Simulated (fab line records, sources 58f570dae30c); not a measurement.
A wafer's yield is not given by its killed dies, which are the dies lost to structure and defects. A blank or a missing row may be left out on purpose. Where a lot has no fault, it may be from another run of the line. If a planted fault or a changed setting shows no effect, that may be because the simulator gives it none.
Problem report in the 8D (eight disciplines) form, filled by code || flow berkeleyCmos170 || the parts of the form that need people (team, actions taken, sign-off) are left out

== 1. WHAT IS WRONG ==
At UCB170_ACTIVE_STRIP_16, stripTimeToEndpointS averages 16.52 s over 6 wafers from 2 lots, while fault-free wafers read 18.11 s, standard deviation 0.11. That is -14 standard deviations from the usual mean.
The step: strips in O2.
First seen on wafer L968.1, day 6 08:36, on plasmaAsher-04. At this step, 42 wafers from 14 lots have a number in the record. Rule for "out", or "out of limits": more than 4 standard deviations from the usual mean. Any other wafer with a number is counted as sound.

== 2. WHAT IT IS; WHAT IT IS NOT ==
{"question": "which readings at this step", "is": "stripTimeToEndpointS", "is not": "chamberPressureMTorr, drypumpMotorCurrentA, oesProductAu"}
{"question": "which lots", "is": "L968, L970", "is not": "L963, L965, L966, L967, L969, L977, L979, L980, L981, L982, L983, L984"}
{"question": "which wafers of those lots", "is": "all that have a number", "is not": "-"}
{"question": "read on which tools", "is": "plasmaAsher-04", "is not": "plasmaAsher-02, plasmaAsher-03"}
{"question": "when", "is": "from day 6 08:36", "is not": "up to then (12 sound wafers); but 24 sound wafers of L969, L977, L979, L980, L981, L982, L983, L984 came after"}

== 3. THE SUSPECTS, EACH WITH WHAT RULES IT OUT ==
Counting: any tool at a process step up to the reading is kept as a suspect provided that every lot that is out went through it and no sound lot did after the first of them.
- rieDiel-02 at UCB170_ACTIVE_ETCH_15 (etches Si3N4 in CH3F/Ar/O2, stops on SiO2, target depth 242 nm, time 151 s): ruled out as a lasting fault. Following L968 (day 6 08:30), the first lot on it that is out, the sound lots L984 were run on it.
- plasmaAsher-04 at UCB170_ACTIVE_STRIP_16 (strips in O2): ruled out as a lasting fault. Following L968 (day 6 08:36), the first lot on it that is out, the sound lots L980, L982 were run on it.
Left after counting: nothing in the record.

== 4. THE CAUSE (what the simulator had put in) ==
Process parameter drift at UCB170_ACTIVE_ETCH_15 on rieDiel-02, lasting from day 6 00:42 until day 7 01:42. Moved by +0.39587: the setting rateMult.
The count ruled it out by mistake, since the rule takes a fault to strike every lot its tool runs from the start of the fault on, and this one did not do so.

== 5. THE CHAIN OF EFFECTS, in route order ==
Each row: a reading whose mean over the struck wafers that have a number lies more than 3 standard deviations from the usual. Only readings whose record carries a usual standard deviation are examined. hours: median over the lots of the time between each lot's start at the first step of this table that gives one and its start at this step. sigmas: the change, counted in usual standard deviations.
{"hours": 0, "step": "UCB170_ACTIVE_STRIP_16", "reading": "stripTimeToEndpointS", "usual": "18.11 s", "on struck wafers": 16.52, "change": -1.59, "sigmas": -14}
Here are the process steps it includes:
- UCB170_ACTIVE_STRIP_16: strips in O2.

== 6. WHAT WOULD HAVE CAUGHT IT SOONER ==
In this record the first reading out of limits was taken at day 6 08:36, 8 hours after the fault began at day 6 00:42.
An alarm limit of 4 standard deviations would not have fired on the tool readings at UCB170_ACTIVE_ETCH_15 for which the record gives a usual standard deviation, since none of them was out on any struck wafer.
